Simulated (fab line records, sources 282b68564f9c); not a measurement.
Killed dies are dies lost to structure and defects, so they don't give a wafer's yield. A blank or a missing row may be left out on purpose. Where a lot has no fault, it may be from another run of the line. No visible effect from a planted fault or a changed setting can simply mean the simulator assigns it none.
Struck lot and sound lot, side by side :: flow rit-cmos :: 43 out of 202 route steps
Sound: these wafers, L418.2, L418.5, L418.6. Struck: wafers L429.3, L429.4, L429.6. At the end, the cause is stated.
For every step that has rows: the tool of each side, followed by ch and its chambers, followed by its first start. Under that, the readings that differ: sound wafers :: struck wafers :: difference of the means :: sigmas: that difference in standard deviations of wafers without a fault.
alike: a reading whose means differ by less than 2 such deviations, as well as words and numbers matching on both sides. not compared: withheld readings; readings where some wafer has no value; bounds like >300 that might hide an equal value; numbers whose values overlap and for which the record gives no deviation.
Wherever a step has rows on one side only, a row that says differs or no value, or a row with sigmas, the two part there. Non-overlapping numbers with no deviation appear without sigmas and do not part them. A reading missing from all wafers of one side parts the sides only when that side holds two or more wafers.

first, 3 steps without rows for these wafers: RIT_SDANNEAL_CLEAN_00 (cleans in SC1, time 600 s); RIT_SDANNEAL_CLEAN_01 (cleans in dHF, time 30 s); RIT_SDANNEAL_CLEAN_02 (cleans in SC2, time 600 s).
RIT_SDANNEAL_RTA_03: time 5 s.
  sound on rtp-anneal-02 ch 0, day 3 06:26; struck on rtp-anneal-01 ch 0, day 6 00:43
  alike: chamber-o2-ppm, wafer_temp_C_max
RIT_SDANNEAL_RS_MEAS_04: a four-point-probe measurement.
  struck on film-metro-04, day 6 00:47; sound on film-metro-03, day 3 06:29
reading: PSD_RS (ohm/sq)
sound: 116.1 116.0 116.1
struck: 115.4 115.2 115.3
difference: -0.8
sigmas: -2
RIT_SDANNEAL_RS_MEAS_05: a four-point-probe measurement.
  struck on film-metro-04, day 6 00:55; sound on film-metro-03, day 3 06:37
  alike: NSD_RS
RIT_SDANNEAL_RS_MEAS_06: a four-point-probe measurement.
  struck on film-metro-04, day 6 01:02; sound on film-metro-03, day 3 06:44
  alike: PLDD_RS
RIT_SDANNEAL_RS_MEAS_07: a four-point-probe measurement.
  struck on film-metro-04, day 6 01:09; sound on film-metro-03, day 3 06:51
  alike: NLDD_RS
then, 1 step without rows for these wafers: RIT_SILICIDE_WET_ETCH_00 (etches SiO2 in BOE, target depth 14 nm, time 15 s).
RIT_SILICIDE_SPUTTER_01: material Ti, target thk 30 nm, time 240 s.
  struck on pvd-sputter-03, day 6 01:14; sound on pvd-sputter-03, day 3 06:59
  alike: throttle-valve-pct
RIT_SILICIDE_RS_MEAS_02: a four-point-probe measurement.
  struck on film-metro-03, day 6 01:26; sound on film-metro-03, day 3 07:09
  alike: SILICIDE_TI_RS
RIT_SILICIDE_THK_MEAS_03: measures by xrf.
  struck on film-metro-03, day 6 01:32; sound on film-metro-03, day 3 07:16
  alike: SILICIDE_TI_THK
RIT_SILICIDE_RTA_04: time 10 s, ramp up 5 s, ramp down 5 s.
  sound on rtp-anneal-01 ch 0, day 3 07:19; struck on rtp-anneal-02 ch 0, day 6 01:35
  alike: chamber-o2-ppm, wafer_temp_C_max
then, 1 step without rows for these wafers: RIT_SILICIDE_WET_ETCH_05 (etches Ti in SPM, time 120 s).
RIT_SILICIDE_RTA_06: time 10 s, ramp up 5 s, ramp down 10 s.
  sound on rtp-anneal-02 ch 0, day 3 07:26; struck on rtp-anneal-01 ch 0, day 6 01:42
  alike: chamber-o2-ppm, wafer_temp_C_max
then, 1 step without rows for these wafers: RIT_CONTACT_CVD_00 (deposits SiO2 from TEOS, target thk 400 nm, time 61 s).
RIT_CONTACT_THK_MEAS_01:
  struck on film-metro-02, day 6 01:49; sound on film-metro-02, day 3 07:33
  alike: CONTACT_TEOS_THK
then, 6 steps without rows for these wafers: RIT_CONTACT_HMDS_02 (prime time 60 s); RIT_CONTACT_COAT_03 (resist thk 1000 nm); RIT_CONTACT_SOFTBAKE_04 (time 60 s); RIT_CONTACT_EXPOSE_05 (exposes mask M11, target cd 1000 nm); RIT_CONTACT_PEB_06; RIT_CONTACT_DEVELOP_07 (develop time 120 s).
RIT_CONTACT_CD_MEAS_08: target cd 1000 nm.
  struck on cd-sem-01, day 6 02:52; sound on cd-sem-01, day 3 08:43
  alike: cd-nm
RIT_CONTACT_OVL_MEAS_09:
  struck on overlay-01, day 6 02:57; sound on overlay-01, day 3 08:49
  alike: CONTACT_OVL
then, 1 step without rows for these wafers: RIT_CONTACT_HARDBAKE_10 (time 60 s).
RIT_CONTACT_ETCH_11: etches SiO2 in CHF3/CF4/Ar, stops on TiSi2, target depth 480 nm, time 320 s.
  sound on rie-diel-04 ch 0,3, day 3 08:59; struck on rie-diel-02 ch 1,2, day 6 03:08
  alike: drypump-motor-current-A, oes-product-au, throttle-valve-pct
  not compared: rf-hours-counter-h
RIT_CONTACT_STRIP_12: strips in O2, time 180 s.
  sound on plasma-asher-01 ch 0,1, day 3 09:11; struck on plasma-asher-01 ch 0,1, day 6 03:23
  alike: drypump-motor-current-A
  not compared: rf-hours-counter-h
RIT_CONTACT_CD_MEAS_90: target cd 1000 nm.
  struck on cd-sem-02, day 6 03:32; sound on cd-sem-01, day 3 09:23
  alike: cd-nm
then, 3 steps without rows for these wafers: RIT_CONTACT_CLEAN_13 (cleans in SC1, time 600 s); RIT_CONTACT_CLEAN_14 (cleans in SC2, time 600 s); RIT_M1_SPUTTER_00 (material Al, target thk 400 nm, time 500 s).
RIT_M1_RS_MEAS_01: a four-point-probe measurement.
  struck on film-metro-03, day 6 04:18; sound on film-metro-04, day 3 10:19
  alike: M1_AL_RS
RIT_M1_THK_MEAS_02: measures by xrf.
  struck on film-metro-03, day 6 04:24; sound on film-metro-04, day 3 10:26
  alike: M1_AL_THK
then, 6 steps without rows for these wafers: RIT_M1_HMDS_03 (prime time 60 s); RIT_M1_COAT_04 (resist thk 1300 nm); RIT_M1_SOFTBAKE_05 (time 60 s); RIT_M1_EXPOSE_06 (exposes mask M12, target cd 2600 nm); RIT_M1_PEB_07; RIT_M1_DEVELOP_08 (develop time 68 s).
RIT_M1_CD_MEAS_09: target cd 2600 nm.
  struck on cd-sem-02, day 6 05:29; sound on cd-sem-01, day 3 11:31
  alike: cd-nm
RIT_M1_OVL_MEAS_10:
  struck on overlay-02, day 6 05:35; sound on overlay-02, day 3 11:37
  alike: M1_OVL
RIT_M1_PROBE_99:
  struck on prober-01, day 6 08:13; sound on prober-02, day 3 14:12
reading: model.etest.contact-pplus.end-ohm-um
sound: 42.81 42.43 43.06
struck: 47.77 46.28 47
difference: +4.25
sigmas: 

reading: model.etest.contact-nplus.end-ohm-um
sound: 40.33 41.63 40.43
struck: 43.72 44.82 44.31
difference: +3.49
sigmas: 

reading: model.etest.npoly-line.rs-ohm-sq-rim-less-centre
sound: -0.07374 -0.1966 -0.1305
struck: -1.517 -1.622 -1.523
difference: -1.420
sigmas: 

reading: model.etest.npoly-line.rs-ohm-sq-range
sound: 0.4333 0.4615 0.258
struck: 1.752 1.638 1.634
difference: +1.290
sigmas: 

reading: model.etest.npoly-line.rs-ohm-sq
sound: 17 16.94 17.16
struck: 16.1 16.29 16.25
difference: -0.8
sigmas: 

reading: model.etest.ppoly-line.rs-ohm-sq
sound: 16.55 16.51 16.52
struck: 15.79 15.75 15.74
difference: -0.77
sigmas: 

reading: model.etest.nplus-sal.rs-ohm-sq-rim-less-centre
sound: 0.07205 0.07003 0.04452
struck: -0.5107 -0.4872 -0.4554
difference: -0.5466
sigmas: 

reading: model.etest.nplus-sal.rs-ohm-sq-range
sound: 0.1196 0.09363 0.05832
struck: 0.5267 0.5025 0.46
difference: +0.4059
sigmas: 
  alike: killed-at-contacts, killed-at-front-end, killed-dies, killed-open, killed-short

WHERE THEY PART
Within this record, at RIT_SDANNEAL_RS_MEAS_04 only. Later steps at which nothing parts them and some readings are alike: RIT_SDANNEAL_RS_MEAS_05, RIT_SDANNEAL_RS_MEAS_06, RIT_SDANNEAL_RS_MEAS_07, RIT_SILICIDE_SPUTTER_01, RIT_SILICIDE_RS_MEAS_02, RIT_SILICIDE_THK_MEAS_03, RIT_SILICIDE_RTA_04, RIT_SILICIDE_RTA_06, RIT_CONTACT_THK_MEAS_01, RIT_CONTACT_CD_MEAS_08, RIT_CONTACT_OVL_MEAS_09, RIT_CONTACT_ETCH_11, RIT_CONTACT_STRIP_12, RIT_CONTACT_CD_MEAS_90, RIT_M1_RS_MEAS_01, RIT_M1_THK_MEAS_02, RIT_M1_CD_MEAS_09, RIT_M1_OVL_MEAS_10, RIT_M1_PROBE_99.

WHY: the cause the simulator had injected
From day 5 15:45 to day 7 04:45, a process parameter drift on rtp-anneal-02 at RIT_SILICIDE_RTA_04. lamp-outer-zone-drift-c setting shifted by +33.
